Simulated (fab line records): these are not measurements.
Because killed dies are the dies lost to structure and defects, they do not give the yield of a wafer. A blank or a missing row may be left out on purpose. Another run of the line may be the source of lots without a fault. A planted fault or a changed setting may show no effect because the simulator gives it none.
The tool behind it: which one? / flow berkeley cmos170 / Sampling: 14 lots, 41 wafers, 6 of 331 route steps

WHAT THE GAUGES READ, wafer by wafer
UCB170_PWELL_THK_MEAS_03.
lot=L624; measured=day 3 06:10; on=film metro-01; PWELL_OXIDE_THK (nm)=25.8 25.7 25.9
lot=L626; measured=day 3 12:31; on=film metro-02; PWELL_OXIDE_THK (nm)=26.2 25.4 26.2
lot=L627; measured=day 3 23:19; on=film metro-01; PWELL_OXIDE_THK (nm)=26.1 26.4 26.8
lot=L628; measured=day 4 04:59; on=film metro-03; PWELL_OXIDE_THK (nm)=26.7 26.2 26.1
lot=L629; measured=day 4 04:59; on=film metro-01; PWELL_OXIDE_THK (nm)=26.5 26.8 26.7
lot=L631; measured=day 4 14:01; on=film metro-01; PWELL_OXIDE_THK (nm)=26.3 26.2 26.1
lot=L630; measured=day 4 14:02; on=film metro-03; PWELL_OXIDE_THK (nm)=26.1 26.1 25.8
lot=L632; measured=day 5 02:46; on=film metro-02; PWELL_OXIDE_THK (nm)=26.5 26.6 26.8
lot=L634; measured=day 5 13:16; on=film metro-02; PWELL_OXIDE_THK (nm)=26.2 26.0 26.2
lot=L638; measured=day 6 05:50; on=film metro-03; PWELL_OXIDE_THK (nm)=25.5 25.9 25.8
lot=L642; measured=day 6 16:53; on=film metro-01; PWELL_OXIDE_THK (nm)=26.8 27.1 26.7
lot=L640; measured=day 6 16:54; on=film metro-03; PWELL_OXIDE_THK (nm)=25.9 26.1
lot=L645; measured=day 7 14:44; on=film metro-02; PWELL_OXIDE_THK (nm)=26.9 26.7 27.1
lot=L646; measured=day 7 21:35; on=film metro-01; PWELL_OXIDE_THK (nm)=27.0 26.8 27.1

UCB170_PWELL_THK_MEAS_06.
lot=L624; measured=day 3 15:40; on=film metro-02; PWELL_NITRIDE_THK (nm)=221.6 219.8 221.3
lot=L626; measured=day 3 22:31; on=film metro-02; PWELL_NITRIDE_THK (nm)=222.0 222.2 217.5
lot=L627; measured=day 4 08:43; on=film metro-02; PWELL_NITRIDE_THK (nm)=220.2 220.9 221.2
lot=L628; measured=day 4 11:59; on=film metro-02; PWELL_NITRIDE_THK (nm)=218.5 219.0 218.8
lot=L629; measured=day 4 11:59; on=film metro-01; PWELL_NITRIDE_THK (nm)=224.0 223.4 222.5
lot=L631; measured=day 4 22:28; on=film metro-02; PWELL_NITRIDE_THK (nm)=223.2 222.4 220.8
lot=L630; measured=day 4 22:28; on=film metro-03; PWELL_NITRIDE_THK (nm)=222.5 220.6 219.0
lot=L632; measured=day 5 13:49; on=film metro-02; PWELL_NITRIDE_THK (nm)=221.9 221.9 221.8
lot=L634; measured=day 5 23:37; on=film metro-02; PWELL_NITRIDE_THK (nm)=223.6 223.6 223.6
lot=L638; measured=day 6 12:12; on=film metro-02; PWELL_NITRIDE_THK (nm)=223.9 226.2 224.5
lot=L642; measured=day 7 01:50; on=film metro-02; PWELL_NITRIDE_THK (nm)=219.3 221.4 218.9
lot=L640; measured=day 7 01:55; on=film metro-01; PWELL_NITRIDE_THK (nm)=224.9 223.5
lot=L645; measured=day 7 22:31; on=film metro-03; PWELL_NITRIDE_THK (nm)=216.6 218.8 217.8
lot=L646; measured=day 8 04:59; on=film metro-03; PWELL_NITRIDE_THK (nm)=221.4 221.2 219.1

UCB170_ACTIVE_OVL_MEAS_14.
lot=L624; measured=day 5 04:52; on=overlay-02; ACTIVE_OVL (nm)=-9 5 -3
lot=L626; measured=day 5 19:20; on=overlay-01; ACTIVE_OVL (nm)=-1 1 2
lot=L627; measured=day 6 03:28; on=overlay-01; ACTIVE_OVL (nm)=-3 3 2
lot=L628; measured=day 6 03:39; on=overlay-01; ACTIVE_OVL (nm)=3 12 9
lot=L629; measured=day 6 03:53; on=overlay-02; ACTIVE_OVL (nm)=5 11 4
lot=L631; measured=day 6 10:55; on=overlay-01; ACTIVE_OVL (nm)=-5 -3 -3
lot=L630; measured=day 6 11:10; on=overlay-02; ACTIVE_OVL (nm)=-7 -8 -5
lot=L632; measured=day 6 23:01; on=overlay-02; ACTIVE_OVL (nm)=-9 -3 2
lot=L634; measured=day 7 12:20; on=overlay-01; ACTIVE_OVL (nm)=7 -8 10
lot=L638; measured=day 8 05:47; on=overlay-01; ACTIVE_OVL (nm)=19 2 4
lot=L642; measured=day 8 19:39; on=overlay-02; ACTIVE_OVL (nm)=-7 -4 -6
lot=L640; measured=day 8 19:56; on=overlay-01; ACTIVE_OVL (nm)=0 4
lot=L645; measured=day 9 20:56; on=overlay-02; ACTIVE_OVL (nm)=-6 6 -2
lot=L646; measured=day 9 21:02; on=overlay-02; ACTIVE_OVL (nm)=3 -5 -3

UCB170_M3_RS_MEAS_02: a four-point-probe measurement.
lot=L624; measured=day 9 04:11; on=film metro-03; M3_AL_RS (ohm/sq)=0.0324 0.0318 0.0321
lot=L626; measured=day 9 16:28; on=film metro-02; M3_AL_RS (ohm/sq)=0.0321 0.0327 0.0323
lot=L627; measured=day 10 06:49; on=film metro-04; M3_AL_RS (ohm/sq)=0.0326 0.0326 0.0327
lot=L628; measured=day 10 05:14; on=film metro-04; M3_AL_RS (ohm/sq)=0.0318 0.0319 0.0318
lot=L629; measured=day 10 09:40; on=film metro-04; M3_AL_RS (ohm/sq)=0.0322 0.0322 0.0325
lot=L631; measured=day 10 09:18; on=film metro-03; M3_AL_RS (ohm/sq)=0.0321 0.0321 0.0320
lot=L630; measured=day 10 13:52; on=film metro-04; M3_AL_RS (ohm/sq)=0.0321 0.0328 0.0319
lot=L632; measured=day 10 16:58; on=film metro-03; M3_AL_RS (ohm/sq)=0.0327 0.0326 0.0329
lot=L634; measured=day 11 17:22; on=film metro-03; M3_AL_RS (ohm/sq)=0.0328 0.0326 0.0324
lot=L638; measured=day 12 10:06; on=film metro-03; M3_AL_RS (ohm/sq)=0.0328 0.0319 0.0328
lot=L642; measured=day 12 15:35; on=film metro-03; M3_AL_RS (ohm/sq)=0.0728 0.0724 0.0716
lot=L640; measured=day 12 19:51; on=film metro-03; M3_AL_RS (ohm/sq)=0.0726 0.0735
lot=L645; measured=day 14 06:37; on=film metro-03; M3_AL_RS (ohm/sq)=0.0325 0.0324 0.0325
lot=L646; measured=day 14 07:41; on=film metro-02; M3_AL_RS (ohm/sq)=0.0319 0.0318 0.0320

UCB170_M3_THK_MEAS_03: measures by xrf.
lot=L624; measured=day 9 04:19; on=film metro-03; M3_AL_THK (nm)=897 913 903
lot=L626; measured=day 9 16:35; on=film metro-02; M3_AL_THK (nm)=912 892 902
lot=L627; measured=day 10 06:55; on=film metro-04; M3_AL_THK (nm)=896 893 895
lot=L628; measured=day 10 05:22; on=film metro-04; M3_AL_THK (nm)=912 911 920
lot=L629; measured=day 10 09:47; on=film metro-04; M3_AL_THK (nm)=907 908 898
lot=L631; measured=day 10 09:25; on=film metro-03; M3_AL_THK (nm)=907 906 916
lot=L630; measured=day 10 13:59; on=film metro-04; M3_AL_THK (nm)=912 888 919
lot=L632; measured=day 10 17:04; on=film metro-03; M3_AL_THK (nm)=892 894 886
lot=L634; measured=day 11 17:28; on=film metro-03; M3_AL_THK (nm)=889 898 896
lot=L638; measured=day 12 10:12; on=film metro-03; M3_AL_THK (nm)=889 906 886
lot=L642; measured=day 12 15:43; on=film metro-03; M3_AL_THK (nm)=405 408 410
lot=L640; measured=day 12 19:58; on=film metro-03; M3_AL_THK (nm)=407 400
lot=L645; measured=day 14 06:43; on=film metro-03; M3_AL_THK (nm)=894 896 898
lot=L646; measured=day 14 07:49; on=film metro-02; M3_AL_THK (nm)=914 920 907

WHICH TOOL RAN EACH LOT (tool, then ch and the chambers of the sampled wafers, then the start)
lot=L624; UCB170_M3_SPUTTER_01=pvd sputter-02, day 9 04:06
lot=L626; UCB170_M3_SPUTTER_01=pvd sputter-04, day 9 16:22
lot=L627; UCB170_M3_SPUTTER_01=pvd sputter-04, day 10 06:41
lot=L628; UCB170_M3_SPUTTER_01=pvd sputter-02, day 10 05:09
lot=L629; UCB170_M3_SPUTTER_01=pvd sputter-04, day 10 09:33
lot=L631; UCB170_M3_SPUTTER_01=pvd sputter-02, day 10 09:13
lot=L630; UCB170_M3_SPUTTER_01=pvd sputter-01, day 10 13:46
lot=L632; UCB170_M3_SPUTTER_01=pvd sputter-04, day 10 16:51
lot=L634; UCB170_M3_SPUTTER_01=pvd sputter-04, day 11 17:15
lot=L638; UCB170_M3_SPUTTER_01=pvd sputter-01, day 12 09:59
lot=L642; UCB170_M3_SPUTTER_01=pvd sputter-04, day 12 15:31
lot=L640; UCB170_M3_SPUTTER_01=pvd sputter-04, day 12 19:44
lot=L645; UCB170_M3_SPUTTER_01=pvd sputter-01, day 14 06:29
lot=L646; UCB170_M3_SPUTTER_01=pvd sputter-02, day 14 07:37
- UCB170_M3_SPUTTER_01: material Al, target thk 900 nm, time 120 s.

AS READ BY THE TOOLS THEMSELVES (means over the sampled wafers that have a number; for cases with no such wafer, the mark the record gives instead)
UCB170_M3_SPUTTER_01.
lot=L624; tool=pvd sputter-02; cathode dc power W (W)=5999.7; throttle valve pct (%)=29.3
lot=L626; tool=pvd sputter-04; cathode dc power W (W)=6000.8; throttle valve pct (%)=30.4
lot=L627; tool=pvd sputter-04; cathode dc power W (W)=5999.5; throttle valve pct (%)=30.9
lot=L628; tool=pvd sputter-02; cathode dc power W (W)=5999.5; throttle valve pct (%)=28.9
lot=L629; tool=pvd sputter-04; cathode dc power W (W)=6000.6; throttle valve pct (%)=30.5
lot=L631; tool=pvd sputter-02; cathode dc power W (W)=6000.3; throttle valve pct (%)=30.2
lot=L630; tool=pvd sputter-01; cathode dc power W (W)=5999.4; throttle valve pct (%)=30.6
lot=L632; tool=pvd sputter-04; cathode dc power W (W)=5999.8; throttle valve pct (%)=30.0
lot=L634; tool=pvd sputter-04; cathode dc power W (W)=5999.9; throttle valve pct (%)=30.4
lot=L638; tool=pvd sputter-01; cathode dc power W (W)=6000.6; throttle valve pct (%)=31.5
lot=L642; tool=pvd sputter-04; cathode dc power W (W)=2773.0; throttle valve pct (%)=30.9
lot=L640; tool=pvd sputter-04; cathode dc power W (W)=2774.1; throttle valve pct (%)=30.3
lot=L645; tool=pvd sputter-01; cathode dc power W (W)=6000.4; throttle valve pct (%)=32.0
lot=L646; tool=pvd sputter-02; cathode dc power W (W)=6000.1; throttle valve pct (%)=29.7

THE ANSWER, worked out from the rows above alone
Rule: what is usual is taken from the lots themselves. The widest of any qualifying gaps counts: lots, ordered by their means at a reading, are off when they make up no more than a third of the lots, leave a main group of 4 or more, and stand apart from it by 3 or more times the standard deviation of that group's means. The tables above print the reading to a certain number of digits; a main group whose means all agree to those digits is not used. Also off: a lot with no number at a reading for which 4 or more lots have one. Any other lot the step has rows for is counted as sound. The gauges are gone through in route order, then the tools' own readings, and for those a lot's mean is taken as printed above. The first step at which some lot is off is used, and at that step the reading that is off furthest; a lot without a number counts as furthest.
Off: L642, L640, seen at UCB170_M3_RS_MEAS_02 (M3_AL_RS). For the main group the mean is 0.0323 ohm/sq and the standard deviation 0.00028.
A tool fits if, at a process step before that reading, it ran every lot that is off, and no sound lot after the first of them. The gauges at UCB170_M3_RS_MEAS_02 aren't tried: what is off there is off at UCB170_M3_SPUTTER_01 too, on other tools, and a gauge's error can't cause that. One candidate fits, namely pvd sputter-04 at UCB170_M3_SPUTTER_01. Its last sound lot is L634 (day 11 17:15), its first lot that is off L642 (day 12 15:31): a fault that began between those two fits.
On the lots that are off, the tool's own readings at UCB170_M3_SPUTTER_01 differ by more than 5 times the standard deviation of the sound lots' means, which bears it out; cathode dc power W reads 2773.6 W there versus 6000.1 W on the sound lots.

WHAT THE SIMULATOR PUT IN
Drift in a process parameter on pvd sputter-04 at UCB170_M3_SPUTTER_01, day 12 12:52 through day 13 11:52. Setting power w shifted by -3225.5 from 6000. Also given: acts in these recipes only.
Lots struck among those shown: L642, L640. Same finding as the rule above.
